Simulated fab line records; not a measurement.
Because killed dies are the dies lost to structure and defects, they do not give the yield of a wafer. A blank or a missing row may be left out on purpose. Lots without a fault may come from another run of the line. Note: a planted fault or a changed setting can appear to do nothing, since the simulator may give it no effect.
Lot-split experiment	flow berkeley-cmos170	5 lots, 23 wafers read, on a route of 331 steps

ABOUT THE SPLIT
At UCB170_PWELL_ETCH_14 (etches Si3N4 in CH3F/Ar/O2, stops on SiO2, target depth 242 nm, time 151 s), the setting time-s was moved away from the recipe's 151 s on 11 of the 23 wafers read, by -14.7% to +14.5%. This setting was run at the recipe's value on the other wafers.

The split's own step is where the reading is taken.

THE READING
KrF_of_PWELL_COAT_08.thk-nm (the simulator's own value, which no gauge read), in nm, at UCB170_PWELL_ETCH_14 (etches Si3N4 in CH3F/Ar/O2, stops on SiO2, target depth 242 nm, time 151 s). No usual value for it is given in the file. Here, 12 wafers ran the recipe; their average is 725.0 nm with a standard deviation of 4.3 nm.

wafer	tool, chamber at the split	time-s as run, s	against the recipe	KrF_of_PWELL_COAT_08.thk-nm, nm	against lot-mates on the recipe
L074.1	rie-diel-04, 0	151	recipe	718.3	-
L074.2	rie-diel-04, 3	151	recipe	718.3	-
L074.3	rie-diel-04, 2	172	+13.9%	693.2	-24.9
L074.4	rie-diel-04, 2	151	recipe	717.6	-
L074.5	rie-diel-04, 0	172	+13.9%	700.7	-17.4
L076.1	rie-diel-03, 2	128.8	-14.7%	748.3	+21.4
L076.2	rie-diel-03, 3	128.8	-14.7%	747.5	+20.6
L076.4	rie-diel-03, 0	151	recipe	728.5	-
L076.5	rie-diel-03, 1	128.8	-14.7%	750.5	+23.6
L076.6	rie-diel-03, 2	151	recipe	725.3	-
L080.1	rie-diel-03, 1	151	recipe	728.8	-
L080.2	rie-diel-03, 3	151	recipe	725.8	-
L080.6	rie-diel-03, 0	151	recipe	729.4	-
L083.1	rie-diel-03, 0	172.9	+14.5%	705.9	-21.9
L083.2	rie-diel-03, 3	172.9	+14.5%	702.1	-25.6
L083.3	rie-diel-03, 2	151	recipe	726.8	-
L083.4	rie-diel-03, 1	172.9	+14.5%	704.4	-23.4
L083.5	rie-diel-03, 1	151	recipe	728.7	-
L084.1	rie-diel-02, 2	151	recipe	728	-
L084.2	rie-diel-02, 3	151	recipe	725	-
L084.4	rie-diel-02, 1	136.2	-9.8%	744.4	+17.9
L084.5	rie-diel-02, 3	136.2	-9.8%	743.4	+16.9
L084.6	rie-diel-02, 2	136.2	-9.8%	744.9	+18.4

FIT RESULTS
A straight line over all 23 wafers: KrF_of_PWELL_COAT_08.thk-nm changes by -1.69 nm for each +1% of time-s; r = -0.97; the points scatter about the line by 4.2 nm.
The same after taking each lot's own level away (the mean of its wafers on the recipe; 23 wafers): -1.59 nm for each +1%; r = -0.99; scatter 2 nm.
The reading moves by 23 nm for the largest change in time-s, on that fit.
Measured against the standard deviation above, the lots' own levels, which go from 718.07 to 728.00 nm, span 2.3 times it.
The two slopes are in agreement: the lot-to-lot level therefore moves the slope only a little.
Check: for one of the wafers moved furthest among these (-14.7%), held out of the fit, the line's prediction against its lot-mates is +23.8 nm. It came out at +21.4 nm against them.

THE OTHER SPLITS THESE WAFERS WENT THROUGH
Before the reading, these wafers also passed through other splits. Each is held against what the fit with the lots' levels taken away leaves over:
other split on the same wafers	wafers away from the commonest value	r with KrF_of_PWELL_COAT_08.thk-nm (lot level and that fit taken away)
UCB170_START_OXIDATION_02 ox-time-s	15	-0.25
UCB170_ZERO_STRIP_07 o2-flow-sccm	4	-0.25
UCB170_NWELL_ETCH_13 time-s	9	+0.25
UCB170_NWELL_IMPLANT_14 energy-kev	7	-0.15

THE WHOLE CHAIN: every reading that the file lists as answering this split, in the file's order
step	what it does	reading	change (the file's fit)	r (the file's)
UCB170_PWELL_ETCH_14	etches Si3N4 in CH3F/Ar/O2, stops on SiO2, target depth 242 nm, time 151 s	SiO2_of_PWELL_OXIDATION_02.thk-nm (the simulator's own value, which no gauge read)	not straight: 22.5 at the lowest setting, 22.56 at the recipe, 16.75 at the highest	not given
UCB170_PWELL_ETCH_14	etches Si3N4 in CH3F/Ar/O2, stops on SiO2, target depth 242 nm, time 151 s	KrF_of_PWELL_COAT_08.thk-nm (the simulator's own value, which no gauge read)	-1.58 nm for each +1% of the setting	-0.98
UCB170_PWELL_STRIP_16	strips in O2	strip-time-to-endpoint-s	withheld for each +1% of the setting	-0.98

THE FILE'S OWN FIT
KrF_of_PWELL_COAT_08.thk-nm changes by -1.58 nm for each +1% of time-s, r = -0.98.
